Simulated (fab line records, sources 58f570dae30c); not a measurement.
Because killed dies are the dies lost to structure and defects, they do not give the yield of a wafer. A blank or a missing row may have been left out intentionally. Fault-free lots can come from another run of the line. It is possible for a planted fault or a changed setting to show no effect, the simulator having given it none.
The same fault as seen by 2 desks :: flow berkeley cmos170 :: each desk holds nothing but its own numbers, with what lay behind them at the end

== DESK OF THE TOOL OWNER: implanter-03 ==
UCB170_NWELL_IMPLANT_14, tool's own readings: per-lot mean of the sampled wafers with a number, covering each lot this tool ran. Marked OUT: a lot whose mean sits more than 4 standard deviations from the usual mean, which makes it out of limits; the brackets give that distance.
Columns: A = beam energy keV at UCB170_NWELL_IMPLANT_14, usual 150.00
lot: L176
first seen here: day 2 15:10
A: 150.02

lot: L179
first seen here: day 3 07:32
A: 150.07

lot: L181
first seen here: day 3 17:02
A: 150.03

lot: L184
first seen here: day 4 03:14
A: 149.95

lot: L183
first seen here: day 4 03:38
A: 202.45 (+99 or more) OUT

lot: L187
first seen here: day 4 20:05
A: 202.52 (+99 or more) OUT

lot: L189
first seen here: day 5 01:43
A: 202.48 (+99 or more) OUT
This desk's finding: out of limits on L183, L187, L189; first on L183, day 4 03:38 (beam energy keV at UCB170_NWELL_IMPLANT_14). L176, L179, L181, L184: within limits.

== THE METROLOGY DESK ==
Means of the sampled wafers that have a number, per lot and without regard to the tool the lot ran on: this is what the gauges read. Marked OUT: a lot whose mean sits more than 4 standard deviations from the usual mean, which makes it out of limits; the brackets give that distance.
Columns: A = NWELL_TW at UCB170_NWELL_TW_MEAS_16, usual 1252; B = PFIELD_OVL at UCB170_PFIELD_OVL_MEAS_06, usual 5 nm; C = NVT_OVL at UCB170_NVT_OVL_MEAS_06, usual -2 nm; D = NSD_OVL at UCB170_NSD_OVL_MEAS_07, usual -1 nm
lot: L175
first seen here: day 2 09:38
A: 1258
B: 6
C: -9
D: -2

lot: L176
first seen here: day 2 15:24
A: 1266
B: 8
C: -5
D: 1

lot: L177
first seen here: day 2 16:08
A: 1255
B: 4
C: -1
D: -6

lot: L178
first seen here: day 2 21:47
A: 1255
B: 8
C: 7
D: 0

lot: L179
first seen here: day 3 07:45
A: 1265
B: 9
C: -3
D: -2

lot: L181
first seen here: day 3 17:17
A: 1232
B: 9
C: -4
D: 1

lot: L184
first seen here: day 4 03:28
A: 1263
B: 11
C: -5
D: 0

lot: L182
first seen here: day 4 03:44
A: 1267
B: -3
C: -4
D: 0

lot: L183
first seen here: day 4 03:53
A: 1321 (+5.3) OUT
B: 9
C: -6
D: -4

lot: L187
first seen here: day 4 20:20
A: 1326 (+5.7) OUT
B: 3
C: -5
D: -0

lot: L189
first seen here: day 5 01:58
A: 1334 (+6.3) OUT
B: 5
C: -3
D: -6

lot: L192
first seen here: day 5 21:53
A: 1252
B: 2
C: 1
D: 1

lot: L194
first seen here: day 6 02:03
A: 1228
B: 9
C: -5
D: 5

lot: L197
first seen here: day 6 22:17
A: 1262
B: 0
C: 2
D: -3

lot: L198
first seen here: day 7 09:31
A: 1237
B: 5
C: -6
D: 1
Per this desk, out of limits: L183, L187, L189; the first was L183, day 4 03:53 (NWELL_TW at UCB170_NWELL_TW_MEAS_16). L175, L176, L177, L178, L179, L181, L184, L182, L192, L194, L197, L198: within limits.

== TAKEN TOGETHER ==
An alarm could have come from the tool owner's desk at day 4 03:38, on L183, L187, L189.
L183, L187, L189 would have let the metrology desk raise an alarm at day 4 03:53.
The lots listed all ran UCB170_NWELL_IMPLANT_14 on implanter-03.

== WHAT THE SIMULATOR HAD PUT IN ==
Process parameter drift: implanter-03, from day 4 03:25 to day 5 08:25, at UCB170_NWELL_IMPLANT_14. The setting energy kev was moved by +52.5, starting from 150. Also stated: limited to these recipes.
Lots struck among those shown: L183, L187, L189.
Time in hours from fault onset to the first out-of-limits reading at each desk: tool owner's desk 0, metrology desk 0.
